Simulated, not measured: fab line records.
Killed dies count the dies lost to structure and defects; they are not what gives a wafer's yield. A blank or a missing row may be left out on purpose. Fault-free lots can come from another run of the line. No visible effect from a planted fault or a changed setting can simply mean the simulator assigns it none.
Comparing a struck lot with a sound one :: flow ritCmos :: 17 steps out of a route of 202
Sound: these wafers, L603.3, L603.5, L603.6. Wafers L612.1, L612.3, L612.4 were the ones struck. The cause comes at the end.
Order at every step that has rows: each side's tool, ch and its chambers, its first start. Under that, the readings that differ: sound wafers :: struck wafers :: difference of the means :: sigmas: that difference in standard deviations of wafers without a fault.
alike: same words and numbers on both sides, and readings whose means sit less than 2 such deviations apart. not compared: any withheld reading, any reading some wafer has no value for, any bound like >300 that may hide the same value, and any number with overlapping values for which the record gives no deviation.
Wherever a step has rows on one side only, a row that says differs or no value, or a row with sigmas, the two part there. When numbers do not overlap yet have no deviation, they are printed without sigmas and do not part them. A reading missing from all wafers of one side parts the sides only when that side holds two or more wafers.

RIT_NWELL_TW_MEAS_10:
  sound on filmMetro-03, day 1 23:14; struck on filmMetro-03, day 3 19:01
  alike: NWELL_TW
then, 6 steps without rows for these wafers: RIT_PWELL_HMDS_00 (prime time 60 s); RIT_PWELL_COAT_01 (resist thk 1300 nm); RIT_PWELL_SOFTBAKE_02 (time 60 s); RIT_PWELL_EXPOSE_03 (exposes mask M3, target cd 43700 nm); RIT_PWELL_PEB_04; RIT_PWELL_DEVELOP_05 (develop time 68 s).
RIT_PWELL_OVL_MEAS_06:
  sound on overlay-02, day 2 00:10; struck on overlay-01, day 3 20:04
  alike: PWELL_OVL
then, 2 steps without rows for these wafers: RIT_PWELL_HARDBAKE_07 (time 120 s); RIT_PWELL_IMPLANT_08.
RIT_PWELL_STRIP_09: strips in O2, time 180 s.
  sound on plasmaAsher-02 ch 0,1, day 2 00:39; struck on plasmaAsher-03 ch 0,1, day 3 20:31
  alike: drypumpMotorCurrentA
  not compared: rfHoursCounterH
RIT_PWELL_TW_MEAS_10:
  sound on filmMetro-03, day 2 00:47; struck on filmMetro-02, day 3 20:41
reading: PWELL_TW
sound: 965 963 972
struck: 939 939 941
difference: -27
sigmas: -2
RIT_WELLDRIVE_ANNEAL_00: time 14700 s.
  sound on furnace-01 ch 0, day 2 01:46; struck on furnace-04 ch 0, day 3 21:41
reading: spikeTcCentreC (C)
sound: 1100.4 1100.9 1100.7
struck: 1114.5 1115.0 1117.3
difference: +14.9
sigmas: +11

reading: spikeTcSourceC (C)
sound: 1126.7 1126.9 1124.4
struck: 1144.6 1142.6 1143.7
difference: +17.6
sigmas: +12

reading: tubeCenterTempC (C)
sound: 1100 1099.9 1100.1
struck: 1115.1 1115 1115.1
difference: +15.1
sigmas: +99 or more

reading: tube_center_temp_C_max
sound: 1103.1 1103.4 1103.7
struck: 1118.0 1117.8 1117.6
difference: +14.4
sigmas: +32
RIT_WELLDRIVE_RS_MEAS_01: uses a four-point probe to measure.
  sound on filmMetro-04, day 2 06:53; struck on filmMetro-02, day 4 02:46
reading: NWELL_RS (ohm/sq)
sound: 274.7 275.9 274.4
struck: 260.2 260.1 260.3
difference: -14.8
sigmas: -23
RIT_WELLDRIVE_RS_MEAS_02: uses a four-point probe to measure.
  sound on filmMetro-04, day 2 07:00; struck on filmMetro-02, day 4 02:53
reading: PWELL_RS (ohm/sq)
sound: 429.5 431.6 430.7
struck: 413.8 413.2 413.3
difference: -17.2
sigmas: -13
then, 1 step without rows for these wafers: RIT_NRETRO_HMDS_00 (prime time 60 s).
RIT_M1_PROBE_99:
  sound on prober-02, day 3 14:04; struck on prober-01, day 5 07:43
reading: model.etest.nwellPinched.rsOhmSq
sound: 345 341.6 338.7
struck: 310.9 309.3 311
difference: -31.4
sigmas: 

reading: model.etest.pwellPinched.rsOhmSq
sound: 463 452.8 462.2
struck: 438.7 446.1 440.7
difference: -17.5
sigmas: 

reading: model.etest.pwell.rsOhmSq
sound: 411.9 411.2 413.3
struck: 394.5 397.9 400.1
difference: -14.6
sigmas: 

reading: model.etest.fieldN.vtV (V)
sound: 34.83 34.52 33.64
struck: 31.36 31.38 31.6
difference: -2.88
sigmas: 

reading: model.etest.isoNwellNwell.bvV (V)
sound: 22.05 22.12 21.96
struck: 23.03 22.75 22.88
difference: +0.84
sigmas: 

reading: model.etest.fieldP.vtV (V)
sound: -13.18 -13.14 -13.23
struck: -13.29 -13.25 -13.28
difference: -0.09
sigmas: 

reading: model.etest.diodePplusNwell.bvV (V)
sound: 6.701 6.681 6.708
struck: 6.897 6.921 6.909
difference: +0.212
sigmas: 
  alike: killedAtContacts, killedAtFrontEnd, killedDies, killedOpen, killedShort
  not compared: model.etest.fieldPMetal.vtV

## WHERE THEY PART
First at RIT_PWELL_TW_MEAS_10; last, within this record, at RIT_WELLDRIVE_RS_MEAS_02. Later steps at which nothing parts them and some readings are alike: RIT_M1_PROBE_99.

WHY: whatever the simulator had introduced
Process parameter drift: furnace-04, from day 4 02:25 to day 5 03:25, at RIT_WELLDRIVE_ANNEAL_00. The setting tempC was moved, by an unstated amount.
